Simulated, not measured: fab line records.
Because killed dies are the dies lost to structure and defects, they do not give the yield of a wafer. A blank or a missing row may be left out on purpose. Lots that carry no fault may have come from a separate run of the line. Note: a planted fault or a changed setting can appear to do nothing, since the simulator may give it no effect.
What tool caused it? + flow rit_cmos + 14 lots with 42 wafers sampled at 5 steps, on a route of 202 steps

== WHAT THE GAUGES SHOWED, per wafer ==
The record lacks any reading of a measuring or inspecting step that a usual standard deviation could be used to judge.

== WHICH TOOL RAN EACH LOT (tool, then ch and the chambers of the sampled wafers, then the start) ==
| lot  | RIT_CONTACT_CVD_00             | RIT_CONTACT_ETCH_11               | RIT_M1_SPUTTER_00           | RIT_M1_METAL_ETCH_12             | RIT_M1_PROBE_99        |
|------|--------------------------------|-----------------------------------|-----------------------------|----------------------------------|------------------------|
| L967 | pecvd-04 ch 0,1, day 3 23:01   | rie_diel-02 ch 1,2, day 4 00:35   | pvd_sputter-03, day 4 01:25 | rie_metal-03 ch 0,1, day 4 03:22 | -                      |
| L969 | pecvd-03 ch 0,2, day 4 10:50   | rie_diel-04 ch 0,1,3, day 4 12:26 | pvd_sputter-03, day 4 13:17 | rie_metal-02 ch 0,1, day 4 15:27 | -                      |
| L970 | pecvd-04 ch 0,1, day 4 10:59   | rie_diel-03 ch 0,1,2, day 4 12:37 | pvd_sputter-02, day 4 13:27 | rie_metal-03 ch 0,1, day 4 15:40 | -                      |
| L972 | pecvd-01 ch 0,1,2, day 4 15:46 | rie_diel-02 ch 1,2,3, day 4 17:16 | pvd_sputter-03, day 4 18:07 | rie_metal-04 ch 0,1, day 4 20:00 | -                      |
| L971 | pecvd-03 ch 0,1,2, day 4 17:25 | rie_diel-04 ch 0,1,2, day 4 19:07 | pvd_sputter-02, day 4 19:56 | rie_metal-02 ch 0,1, day 4 21:55 | -                      |
| L974 | pecvd-04 ch 0,1,2, day 4 22:16 | rie_diel-03 ch 1,2,3, day 4 23:46 | pvd_sputter-03, day 5 00:37 | rie_metal-03 ch 0,1, day 5 02:44 | -                      |
| L973 | pecvd-01 ch 0,2, day 4 23:55   | rie_diel-03 ch 0,2,3, day 5 01:18 | pvd_sputter-02, day 5 02:09 | rie_metal-04 ch 1, day 5 04:08   | -                      |
| L979 | pecvd-04 ch 0,1, day 5 20:31   | rie_diel-04 ch 0,1,2, day 5 22:23 | pvd_sputter-03, day 5 23:13 | rie_metal-03 ch 0,1, day 6 01:06 | -                      |
| L980 | pecvd-01 ch 1,2, day 6 02:09   | rie_diel-02 ch 0,1, day 6 03:32   | pvd_sputter-02, day 6 04:22 | rie_metal-04 ch 0,1, day 6 06:08 | -                      |
| L981 | pecvd-03 ch 0,1, day 6 08:41   | rie_diel-03 ch 2,3, day 6 10:12   | pvd_sputter-03, day 6 11:04 | rie_metal-02 ch 0,1, day 6 13:14 | prober-01, day 6 15:37 |
| L984 | pecvd-03 ch 0,1, day 6 23:46   | rie_diel-02 ch 0,2,3, day 7 01:13 | pvd_sputter-02, day 7 02:05 | rie_metal-03 ch 0,1, day 7 03:58 | prober-02, day 7 06:57 |
| L985 | pecvd-04 ch 0,1,2, day 7 03:38 | rie_diel-04 ch 0,1,2, day 7 05:05 | pvd_sputter-03, day 7 05:55 | rie_metal-04 ch 0,1, day 7 07:48 | prober-01, day 7 10:05 |
| L986 | pecvd-01 ch 0,1,2, day 7 09:01 | rie_diel-03 ch 0,1, day 7 10:31   | pvd_sputter-03, day 7 11:22 | rie_metal-02 ch 0,1, day 7 13:07 | -                      |
| L988 | pecvd-04 ch 0,2, day 7 21:51   | rie_diel-02 ch 1,2, day 7 23:26   | pvd_sputter-03, day 8 00:17 | rie_metal-04 ch 0,1, day 8 02:02 | -                      |
- RIT_CONTACT_CVD_00: deposits SiO2 from TEOS, target thk 400 nm, time 61 s.
- RIT_CONTACT_ETCH_11: etches SiO2 in CHF3/CF4/Ar, stops on TiSi2, target depth 480 nm, time 320 s.
- RIT_M1_SPUTTER_00: material Al, target thk 400 nm, time 500 s.
- RIT_M1_METAL_ETCH_12: etches Al in Cl2/BCl3, stops on SiO2, time 165 s, target depth 600 nm.
- RIT_M1_PROBE_99

== AS READ BY THE TOOLS THEMSELVES (means over the sampled wafers that have a number; for cases with no such wafer, the mark the record gives instead) ==
RIT_CONTACT_CVD_00. Usual: heater_power_w 324 W, standard deviation 43; rf_fwd_power_W 396.2 W, standard deviation 1.8; susceptor_temp_C 389.99 C, standard deviation 0.19.
| lot  | tool     | heater_power_w (W) | rf_fwd_power_W (W) | susceptor_temp_C (C) | flag |
|------|----------|--------------------|--------------------|----------------------|------|
| L967 | pecvd-04 | 327                | 394.6              | 389.97               |      |
| L969 | pecvd-03 | 359                | 397.3              | 389.93               |      |
| L970 | pecvd-04 | 323                | 396.3              | 389.99               |      |
| L972 | pecvd-01 | 333                | 396.0              | 389.99               |      |
| L971 | pecvd-03 | 314                | 396.8              | 389.90               |      |
| L974 | pecvd-04 | 286                | 395.3              | 389.93               |      |
| L973 | pecvd-01 | 327                | 393.4              | 389.97               |      |
| L979 | pecvd-04 | 317                | 395.5              | 389.74               |      |
| L980 | pecvd-01 | 306                | 395.8              | 390.29               |      |
| L981 | pecvd-03 | 336                | 395.9              | 389.98               |      |
| L984 | pecvd-03 | 357                | 397.1              | 389.77               |      |
| L985 | pecvd-04 | 319                | 396.8              | 389.96               |      |
| L986 | pecvd-01 | 307                | 395.2              | 389.90               |      |
| L988 | pecvd-04 | 243                | 398.0              | 389.88               |      |

RIT_CONTACT_ETCH_11. Usual: drypump_motor_current_A 5.9 A, standard deviation 0.47; oes_product_au 0.999 a.u., standard deviation 0.011; rf_fwd_power_W 199.5 W, standard deviation 0.67; throttle_valve_pct 8.88 %, standard deviation 0.15.
| lot  | tool        | drypump_motor_current_A (A) | oes_product_au (a.u.) | rf_fwd_power_W (W) | throttle_valve_pct (%) | flag |
|------|-------------|-----------------------------|-----------------------|--------------------|------------------------|------|
| L967 | rie_diel-02 | 6.3                         | 0.994                 | 199.8              | 8.99                   |      |
| L969 | rie_diel-04 | 5.8                         | 1.000                 | 198.9              | 8.82                   |      |
| L970 | rie_diel-03 | 5.9                         | 0.985                 | 199.1              | 9.02                   |      |
| L972 | rie_diel-02 | 6.2                         | 0.996                 | 199.3              | 8.89                   |      |
| L971 | rie_diel-04 | 5.5                         | 1.002                 | 199.0              | 8.72                   |      |
| L974 | rie_diel-03 | 5.9                         | 1.000                 | 200.1              | 8.96                   |      |
| L973 | rie_diel-03 | 5.7                         | 0.994                 | 199.0              | 8.91                   |      |
| L979 | rie_diel-04 | 5.5                         | 1.008                 | 199.6              | 8.72                   |      |
| L980 | rie_diel-02 | 5.3                         | 1.002                 | 199.1              | 8.92                   |      |
| L981 | rie_diel-03 | 5.7                         | 1.001                 | 198.8              | 8.98                   |      |
| L984 | rie_diel-02 | 5.8                         | 0.994                 | 199.7              | 8.88                   |      |
| L985 | rie_diel-04 | 5.5                         | 1.011                 | 199.3              | 8.72                   |      |
| L986 | rie_diel-03 | 6.2                         | 0.991                 | 199.8              | 9.00                   |      |
| L988 | rie_diel-02 | 6.3                         | 0.993                 | 199.0              | 9.00                   |      |

RIT_M1_SPUTTER_00. Usual: throttle_valve_pct at 30.2 %, with a standard deviation of 0.98.
| lot  | tool           | throttle_valve_pct (%) | flag |
|------|----------------|------------------------|------|
| L967 | pvd_sputter-03 | 30.2                   |      |
| L969 | pvd_sputter-03 | 30.2                   |      |
| L970 | pvd_sputter-02 | 30.2                   |      |
| L972 | pvd_sputter-03 | 30.9                   |      |
| L971 | pvd_sputter-02 | 30.1                   |      |
| L974 | pvd_sputter-03 | 29.8                   |      |
| L973 | pvd_sputter-02 | 31.0                   |      |
| L979 | pvd_sputter-03 | 29.9                   |      |
| L980 | pvd_sputter-02 | 29.9                   |      |
| L981 | pvd_sputter-03 | 29.5                   |      |
| L984 | pvd_sputter-02 | 30.3                   |      |
| L985 | pvd_sputter-03 | 30.3                   |      |
| L986 | pvd_sputter-03 | 30.3                   |      |
| L988 | pvd_sputter-03 | 30.4                   |      |

RIT_M1_METAL_ETCH_12. Usual: drypump_motor_current_A 5.3 A, standard deviation 0.37; oes_product_au 0.770 a.u., standard deviation 0.014; rf_fwd_power_W 248.9 W, standard deviation 0.9; throttle_valve_pct 8.31 %, standard deviation 0.075.
| lot  | tool         | drypump_motor_current_A (A) | oes_product_au (a.u.) | rf_fwd_power_W (W) | throttle_valve_pct (%) | flag |
|------|--------------|-----------------------------|-----------------------|--------------------|------------------------|------|
| L967 | rie_metal-03 | 5.4                         | 0.753                 | 248.1              | 8.30                   |      |
| L969 | rie_metal-02 | 5.6                         | 0.790                 | 248.9              | 8.34                   |      |
| L970 | rie_metal-03 | 5.5                         | 0.767                 | 249.1              | 8.33                   |      |
| L972 | rie_metal-04 | 4.9                         | 0.769                 | 248.5              | 8.29                   |      |
| L971 | rie_metal-02 | 5.4                         | 0.796                 | 249.4              | 8.40                   |      |
| L974 | rie_metal-03 | 5.6                         | 0.767                 | 249.7              | 8.32                   |      |
| L973 | rie_metal-04 | 5.0                         | 0.761                 | 247.2              | 8.23                   |      |
| L979 | rie_metal-03 | 5.4                         | 0.759                 | 248.8              | 8.30                   |      |
| L980 | rie_metal-04 | 4.9                         | 0.766                 | 249.0              | 8.29                   |      |
| L981 | rie_metal-02 | 5.4                         | 0.792                 | 248.6              | 8.40                   |      |
| L984 | rie_metal-03 | 5.6                         | 0.768                 | 248.8              | 8.32                   |      |
| L985 | rie_metal-04 | 4.9                         | 0.769                 | 249.4              | 8.28                   |      |
| L986 | rie_metal-02 | 5.4                         | 0.779                 | 248.8              | 8.40                   |      |
| L988 | rie_metal-04 | 5.0                         | 0.760                 | 249.3              | 8.26                   |      |

RIT_M1_PROBE_99. Usual: killed_at_M0_to_M3 0.0, standard deviation 0.14; killed_at_contacts 0.0, standard deviation 0.2; killed_at_front_end 7.3, standard deviation 2.8; killed_dies 7.3, standard deviation 2.8; killed_open 3.8, standard deviation 1.9; killed_short 3.5, standard deviation 1.8.
| lot  | tool      | killed_at_M0_to_M3 | killed_at_contacts | killed_at_front_end | killed_dies | killed_open | killed_short | flag |
|------|-----------|--------------------|--------------------|---------------------|-------------|-------------|--------------|------|
| L981 | prober-01 | 0.0                | 3.7                | 6.7                 | 10.3        | 3.0         | 3.7          | OFF  |
| L984 | prober-02 | 0.0                | 5.0                | 12.0                | 17.0        | 8.0         | 4.0          | OFF  |
| L985 | prober-01 | 0.0                | 0.0                | 7.7                 | 7.7         | 5.0         | 2.7          |      |

== THE ANSWER, worked out from the rows above alone ==
Rule: a lot is off if the mean of its wafers that have a number lies more than 3 standard deviations from the usual mean. Also off: a lot with no number at a reading for which 4 or more lots have one. The other lots that the step has rows for count as sound. Order of review: gauges by route order, followed by the tools' own readings, for which a lot's mean as printed above is used. The first step at which some lot is off is used, and at that step the reading that is off furthest; a lot without a number counts as furthest.
Off: L981, L984, at RIT_M1_PROBE_99 (killed_at_contacts). Neither off nor sound, because the step has no rows for them: L967, L969, L970, L972, L971, L974, L973, L979, L980, L986, L988.
A tool fits if, at that step or a process step before it, it ran every lot that is off, and no sound lot after the first of them. One fits: pecvd-03 at RIT_CONTACT_CVD_00. It ran no sound lot before its first lot that is off in this sample, so the start can't be narrowed down.

== WHAT HAD BEEN PUT IN BY THE SIMULATOR ==
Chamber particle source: pecvd-03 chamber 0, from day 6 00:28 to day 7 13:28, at RIT_CONTACT_CVD_00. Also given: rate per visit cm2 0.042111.
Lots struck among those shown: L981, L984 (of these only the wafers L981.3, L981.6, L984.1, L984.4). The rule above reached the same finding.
